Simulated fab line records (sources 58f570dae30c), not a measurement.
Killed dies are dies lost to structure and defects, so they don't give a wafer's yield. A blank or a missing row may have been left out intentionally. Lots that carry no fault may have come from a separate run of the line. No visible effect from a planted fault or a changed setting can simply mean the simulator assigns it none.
Chamber matching	flow berkeley_cmos170	UCB170_WELLDRIVE_WET_ETCH_04 on wet_bench-01 has 3 sister chambers
The step etches SiO2 in BOE, time 120 s. 6 wafers are shown with their chamber, then 8 later ones without.

== WAFERS PAIRED WITH THEIR CHAMBERS ==
wafer	chamber	bath_heat_duty_pct (%)
L078.5	3	6.6
L078.6	3	5.6
L079.5	1	4.8
L079.6	1	5.7
L081.3	0	6.3
L081.4	0	5.8

== WAFERS WHOSE CHAMBER IS MISSING ==
wafer	bath_heat_duty_pct (%)
L081.5	6.5
L081.6	6.3
L087.1	6.5
L087.2	4.9
L087.3	6.5
L087.4	5.2
L087.5	5.9
L087.6	6.4

== THE CHAMBER EACH PASSED THROUGH ==
wafer	from the rows above	in truth
L081.5	can't be placed: 3 or 0 or 1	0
L081.6	can't be placed: 3 or 0 or 1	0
L087.1	can't be placed: 3 or 0 or 1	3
L087.2	can't be placed: 1 or 0 or 3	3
L087.3	can't be placed: 3 or 0 or 1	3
L087.4	can't be placed: 1 or 0 or 3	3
L087.5	can't be placed: 0 or 3 or 1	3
L087.6	can't be placed: 3 or 0 or 1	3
Correctly placed: 0 of 8. Unplaceable from these rows: 8, with the true chamber sitting among the candidates in 8. Placed wrongly: 0.
How it was worked out, from the rows above alone: a wafer's distance from a chamber is the root of the sum, over the readings, of the square of ((its reading less the chamber's mean) divided by the reading's scatter). If the next closest chamber is less than 2 further off than the closest, the wafer can't be placed; otherwise it belongs to the closest. The mean given for a chamber averages the wafers shown for that chamber. The scatter is the square root of a quotient: the sum, over the shown wafers, of each reading's squared deviation from its chamber's mean, divided by wafers minus chambers.
